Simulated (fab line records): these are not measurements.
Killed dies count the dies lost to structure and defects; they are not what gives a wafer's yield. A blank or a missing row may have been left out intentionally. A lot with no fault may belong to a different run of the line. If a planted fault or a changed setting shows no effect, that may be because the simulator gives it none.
A struck lot beside a sound one :: flow rit-cmos :: 19 steps out of a route of 202
Sound: these wafers, L844.1, L844.2, L844.3. The struck wafers were L842.4, L842.5, L842.6. The cause comes at the end.
Each step with rows lists, per side, the tool, then ch with its chambers, then its first start. Under that, the readings that differ: sound wafers :: struck wafers :: difference of the means :: sigmas: that difference in standard deviations of wafers without a fault.
alike: same words and numbers on both sides, and readings whose means sit less than 2 such deviations apart. not compared: any withheld reading, any reading some wafer has no value for, any bound like >300 that may hide the same value, and any number with overlapping values for which the record gives no deviation.
A row with sigmas, a row that says differs or no value, or rows on one side alone: a step with any of these is where the two part. Numbers that don't overlap but have no deviation are shown without sigmas and don't part them. A reading that every wafer of one side lacks parts them only if that side has two wafers or more.

first, 1 step without rows for these wafers: RIT_SILICIDE_WET_ETCH_00 (etches SiO2 in BOE, target depth 14 nm, time 15 s).
RIT_SILICIDE_SPUTTER_01: material Ti, target thk 30 nm, time 240 s.
  struck on pvd-sputter-03, day 6 13:02; sound on pvd-sputter-03, day 6 21:32
  alike: throttle-valve-pct
RIT_SILICIDE_RS_MEAS_02: uses a four-point probe to measure.
  struck on film-metro-04, day 6 13:15; sound on film-metro-04, day 6 21:41
  alike: SILICIDE_TI_RS
RIT_SILICIDE_THK_MEAS_03: measures by xrf.
  struck on film-metro-04, day 6 13:20; sound on film-metro-04, day 6 21:48
  alike: SILICIDE_TI_THK
RIT_SILICIDE_RTA_04: time 10 s, ramp up 5 s, ramp down 5 s.
  sound on rtp-anneal-01 ch 0, day 6 21:52; struck on rtp-anneal-01 ch 0, day 6 13:24
  alike: wafer_temp_C_max
then, 1 step without rows for these wafers: RIT_SILICIDE_WET_ETCH_05 (etches Ti in SPM, time 120 s).
RIT_SILICIDE_RTA_06: time 10 s, ramp up 5 s, ramp down 10 s.
  sound on rtp-anneal-02 ch 0, day 6 21:59; struck on rtp-anneal-02 ch 0, day 6 13:31
  alike: wafer_temp_C_max
RIT_CONTACT_CVD_00: deposits SiO2 from TEOS, target thk 400 nm, time 61 s.
  sound on pecvd-04 ch 0,2, day 6 22:02; struck on pecvd-04 ch 0,1,2, day 6 13:34
  alike: heater-power-w
RIT_CONTACT_THK_MEAS_01:
  struck on film-metro-04, day 6 13:38; sound on film-metro-02, day 6 22:10
  alike: CONTACT_TEOS_THK
then, 3 steps without rows for these wafers: RIT_CONTACT_HMDS_02 (prime time 60 s); RIT_CONTACT_COAT_03 (resist thk 1000 nm); RIT_CONTACT_SOFTBAKE_04 (time 60 s).
RIT_CONTACT_EXPOSE_05: exposes mask M11, target cd 1000 nm.
  sound on iline-stepper-01 ch 0, day 6 22:49; struck on iline-stepper-02 ch 0, day 6 14:10
reading: model.CONTACT.overlay-x-nm (nm)
sound: -0.2319 -0.2319 -0.2319
struck: 348 348 348
difference: +348
sigmas: 
  alike: mask, exposure-dose-mJ-cm2, focus-offset-nm
then, 2 steps without rows for these wafers: RIT_CONTACT_PEB_06; RIT_CONTACT_DEVELOP_07 (develop time 120 s).
RIT_CONTACT_CD_MEAS_08: target cd 1000 nm.
  struck on cd-sem-02, day 6 14:44; sound on cd-sem-01, day 6 23:19
  alike: cd-nm
RIT_CONTACT_OVL_MEAS_09:
  struck on overlay-01, day 6 14:49; sound on overlay-01, day 6 23:26
reading: CONTACT_OVL (nm)
sound: -1.0 0.7 -1.4
struck: 348.0 348.5 347.3
difference: +348.5
sigmas: +99 or more
then, 1 step without rows for these wafers: RIT_CONTACT_HARDBAKE_10 (time 60 s).
RIT_M1_PROBE_99:
  struck on prober-01, day 6 20:14; sound on prober-01, day 7 04:38
reading: model.etest.nmos_0p15.junction-log10-a-um
sound: -13.46 -13.57 -13.52
struck: -8.933 -9.18 -9.15
difference: +4.429
sigmas: 

reading: model.etest.nmos-narrow.off-log10-a-um
sound: -13.18 -13.11 -13.06
struck: -8.933 -9.18 -9.15
difference: +4.029
sigmas: 

reading: model.etest.nmos_0p3.off-log10-a-um
sound: -12.96 -13.08 -12.81
struck: -8.933 -9.18 -9.15
difference: +3.862
sigmas: 

reading: model.etest.gate-end-array.leak-log10-a-um
sound: -12.85 -12.87 -12.7
struck: -8.771 -8.998 -9
difference: +3.884
sigmas: 

reading: model.etest.contact-diode-array.leak-log10-a (angstrom)
sound: -9.416 -9.156 -9.628
struck: -5.75 -5.87 -5.924
difference: +3.55
sigmas: 

reading: model.etest.pmos_0p15.junction-log10-a-um
sound: -13.69 -13.64 -13.86
struck: -9.933 -10.18 -10.15
difference: +3.642
sigmas: 

reading: model.etest.pmos_0p3.off-log10-a-um
sound: -12.57 -12.62 -12.82
struck: -9.932 -10.18 -10.15
difference: +2.583
sigmas: 

reading: model.etest.select-edge-diode-n.leak-log10-a (angstrom)
sound: -9.521 -9.83 -9.915
struck: -7.053 -7.009 -7.31
difference: +2.631
sigmas: 
  alike: killed_at_M0_to_M3, killed-at-contacts, killed-at-front-end, killed-dies, killed-open, killed-short

== WHERE THEY PART ==
Only at RIT_CONTACT_OVL_MEAS_09, as far as this record shows. Later steps at which nothing parts them and some readings are alike: RIT_M1_PROBE_99.

WHY: whatever the simulator had introduced
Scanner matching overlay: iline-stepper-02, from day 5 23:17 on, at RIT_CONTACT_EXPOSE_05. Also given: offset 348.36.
